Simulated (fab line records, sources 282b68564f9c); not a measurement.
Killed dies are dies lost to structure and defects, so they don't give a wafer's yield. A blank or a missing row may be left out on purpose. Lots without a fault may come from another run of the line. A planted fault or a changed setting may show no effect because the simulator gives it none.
fab line records | flow rit_cmos
record lots=14 wafers=42 last_day=7
route steps=202 shown PLDD@122
lots that met no fault: from a run of the same line without faults
start_h: hours from the record's first day to the start of the lot's first wafer shown | wait_h: hours since the lot's step before | " the same as in the row above | L1.1+2: a row that stands for several wafers | - no value, or no start given | * or withheld: withheld | < > ~ a bound
route shown NAME@n: a module of which the file shows steps, and the number in the route of the first | usual: mean/standard deviation of fault-free wafers | same: alike in all rows | chamber/n: place in a boat | sites: the reading at each site | _std_site: their standard deviation | _edge_site: outer sites' mean less inner sites' | radius_mm: how far each site lies from the wafer's centre | mask NAME#n: copy n | behind: the tool/chamber that last shaped the wafer | hold: why the lot was held/for how many hours/how that ended | device: the transistor (n, p or np) that didn't switch | end of line: the same wafers' tests at the end of the route | a step without rows: its recipe alone | killed: dies lost to structure and defects at the first sort, not the wafer's yield | map: a wafer's dies, x killed, . not, _ none there
set.NAME: the setting as run; set.NAME@STEP: as run at that earlier step | model.NAME: the simulator's own value behind a step, which no gauge read
steps of the route over a sample of lots; a table a step, a row a wafer
services: from which hour (start_h, from the record's first day; less than 0 if before it) a tool's chamber was out of use, for how many hours, and why
## steps
# step RIT_PLDD_IMPLANT_08
# recipe species=BF2 energy_kev=20 dose_cm2=9e+14 tilt_deg=7
# usual tilt_deg=7.007/0.023
# same implant_ion_amu=49
# columns lot.wafer tool chamber start_h wait_h tilt_deg
L827.1 implanter-02 0 54.17 0.1 7.025
L827.4 " 0 " " 7.023
L827.5 " 0 " " 7.058
L830.2 implanter-02 0 68.06 0.1 7.028
L830.5 " 0 " " 7.028
L830.6 " 0 " " 7.033
L831.1 implanter-03 0 71.70 0.1 7.022
L831.2 " 0 " " 7.016
L831.3 " 0 " " 7.015
L832.1 implanter-04 0 72.08 0.1 6.990
L832.3 " 0 " " 6.982
L832.4 " 0 " " 6.987
L834.3 implanter-03 0 87.03 0.1 6.969
L834.5 " 0 " " 6.989
L834.6 " 0 " " 6.964
L835.1 implanter-03 0 87.23 0.1 7.022
L835.2 " 0 " " 7.033
L835.3 " 0 " " 7.026
L836.4 implanter-04 0 99.46 0.1 7.015
L836.5 " 0 " " 7.021
L836.6 " 0 " " 7.055
L839.1 implanter-03 0 114.13 0.1 7.000
L839.2 " 0 " " 7.008
L839.6 " 0 " " 7.024
L840.2 implanter-03 0 117.91 0.1 7.001
L840.5 " 0 " " 6.965
L840.6 " 0 " " 6.998
L841.1 implanter-04 0 129.52 0.1 7.033
L841.5 " 0 " " 7.013
L841.6 " 0 " " 6.983
L844.3 implanter-03 0 137.75 0.1 6.974
L844.4 " 0 " " 6.973
L844.5 " 0 " " 6.995
L847.1 implanter-03 0 149.19 0.1 7.056
L847.5 " 0 " " 7.012
L847.6 " 0 " " 7.041
L848.2 implanter-02 0 153.84 0.1 7.023
L848.5 " 0 " " 7.029
L848.6 " 0 " " 7.050
L849.1 implanter-02 0 155.32 0.1 6.989
L849.2 " 0 " " 6.964
L849.4 " 0 " " 6.977
# step RIT_SDANNEAL_RS_MEAS_06
# recipe thk_meas_gauge=four-point-probe
# usual PLDD_RS=178.5/0.53
# columns lot.wafer tool chamber start_h wait_h PLDD_RS[ohm/sq]
L827.1 film_metro-04 - 60.68 0.1 177.6
L827.4 " - " " 178.5
L827.5 " - " " 177.6
L830.2 film_metro-02 - 74.67 0.1 178.8
L830.5 " - " " 178.2
L830.6 " - " " 178.9
L831.1 film_metro-01 - 78.25 0.1 179.3
L831.2 " - " " 178.9
L831.3 " - " " 179.6
L832.1 film_metro-02 - 78.67 0.1 178.8
L832.3 " - " " 179.2
L832.4 " - " " 179.4
L834.3 film_metro-04 - 93.82 0.1 179.2
L834.5 " - " " 178.8
L834.6 " - " " 178.9
L835.1 film_metro-02 - 94.94 0.1 178.5
L835.2 " - " " 178.4
L835.3 " - " " 178.0
L836.4 film_metro-01 - 105.83 0.1 177.9
L836.5 " - " " 178.0
L836.6 " - " " 178.3
L839.1 film_metro-02 - 120.76 0.1 179.0
L839.2 " - " " 179.0
L839.6 " - " " 178.4
L840.2 film_metro-02 - 124.87 0.1 178.2
L840.5 " - " " 179.0
L840.6 " - " " 178.0
L841.1 film_metro-04 - 136.50 0.1 178.2
L841.5 " - " " 178.2
L841.6 " - " " 178.1
L844.3 film_metro-01 - 145.17 0.1 182.4
L844.4 " - " " 182.0
L844.5 " - " " 182.2
L847.1 film_metro-01 - 156.37 0.1 183.2
L847.5 " - " " 183.3
L847.6 " - " " 182.9
L848.2 film_metro-04 - 160.43 0.1 177.6
L848.5 " - " " 177.8
L848.6 " - " " 178.2
L849.1 film_metro-01 - 163.27 0.1 179.0
L849.2 " - " " 178.3
L849.4 " - " " 178.1
## services
# columns tool chamber start_h hours kind
implanter-03 - 55.08 1.5 repair
implanter-02 - 86.02 6.0 pm
implanter-04 - 92.01 0.7 repair
## key
first_sign step=RIT_SDANNEAL_RS_MEAS_06 reading=PLDD_RS direction=up sigmas=7.8 usual=178.5 struck=182.7
effect none on later readings
met_at RIT_PLDD_IMPLANT_08
struck_lots L844,L847
tester_left_out L844,L847
onset_between 117.91 137.75
fault kind=process_parameter_drift tool=implanter-03 chamber=- onset_h=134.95 steps=RIT_PLDD_IMPLANT_08 channel=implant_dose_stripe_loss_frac offset=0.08 shape=step end_h=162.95
# tester_left_out: of these lots the tester's yield and bins aren't shown, on N5 and GAA mostly nor the transistor test; their killed dies are dies lost to structure and defects alone, not to doping, threshold or leakage, so they don't give the yield
